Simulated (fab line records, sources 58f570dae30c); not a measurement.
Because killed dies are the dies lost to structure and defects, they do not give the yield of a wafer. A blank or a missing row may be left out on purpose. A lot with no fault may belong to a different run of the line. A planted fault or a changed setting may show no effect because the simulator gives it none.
Which tool did it? :: flow berkeley cmos170 :: 21 wafers from 7 lots sampled at 2 of the route's 331 steps

== WHAT THE GAUGES SHOWED, per wafer ==
UCB170_M1_CD_MEAS_90: the cd target is 700 nm.
lot: L243
measured: day 8 18:12
on: cd sem-02
cd nm (nm): 698.2 696.3 698.3

lot: L247
measured: day 8 21:43
on: cd sem-02
cd nm (nm): 700.0 700.7 701.5

lot: L252
measured: day 10 08:50
on: cd sem-01
cd nm (nm): - - -

lot: L258
measured: day 11 06:20
on: cd sem-01
cd nm (nm): - - -

lot: L263
measured: day 12 10:01
on: cd sem-01
cd nm (nm): 695.5 697.1 700.1

lot: L260
measured: day 12 10:25
on: cd sem-02
cd nm (nm): 701.8 701.4 697.7

lot: L266
measured: day 12 15:34
on: cd sem-02
cd nm (nm): 701.4 703.9 704.7

== WHICH TOOL RAN EACH LOT (tool, then ch and the chambers of the sampled wafers, then the start) ==
lot: L243
UCB170_M1_METAL_ETCH_12: rie metal-02 ch 0,1, day 8 17:40

lot: L247
UCB170_M1_METAL_ETCH_12: rie metal-02 ch 0,1, day 8 21:28

lot: L252
UCB170_M1_METAL_ETCH_12: rie metal-04 ch 0,1, day 10 08:19

lot: L258
UCB170_M1_METAL_ETCH_12: rie metal-03 ch 0, day 11 06:07

lot: L263
UCB170_M1_METAL_ETCH_12: rie metal-03 ch 0,1, day 12 09:47

lot: L260
UCB170_M1_METAL_ETCH_12: rie metal-02 ch 0,1, day 12 10:11

lot: L266
UCB170_M1_METAL_ETCH_12: rie metal-04 ch 0, day 12 15:19
- UCB170_M1_METAL_ETCH_12: etches Al in Cl2/BCl3, stops on PSG, target depth 780 nm, time 130 s.

== THE ANSWER, worked out from the rows above alone ==
Rule: the usual values come from the lots themselves. Put in order of their means at a reading, lots are off if they are a third of the lots or fewer, leave a main group of 4 or more, and stand apart from it by a gap of 3 or more times the standard deviation of the main group's means; of several such gaps the widest counts. Not used: any main group whose means are identical at the precision the tables above print for the reading. Also off: a lot with no number at a reading for which 4 or more lots have one. Any other lot the step has rows for is counted as sound.
Off, at UCB170_M1_CD_MEAS_90 on cd nm: L252, L258. Without a number there: L252, L258. The main group: mean 699.9 nm, standard deviation 2.2.
A tool fits if, at a process step before that reading, it ran every lot that is off, and no sound lot after the first of them. Those tools and the gauges at UCB170_M1_CD_MEAS_90 are tried in the same way. Not one of the candidates tried fits.

== WHAT WAS PUT IN BY THE SIMULATOR ==
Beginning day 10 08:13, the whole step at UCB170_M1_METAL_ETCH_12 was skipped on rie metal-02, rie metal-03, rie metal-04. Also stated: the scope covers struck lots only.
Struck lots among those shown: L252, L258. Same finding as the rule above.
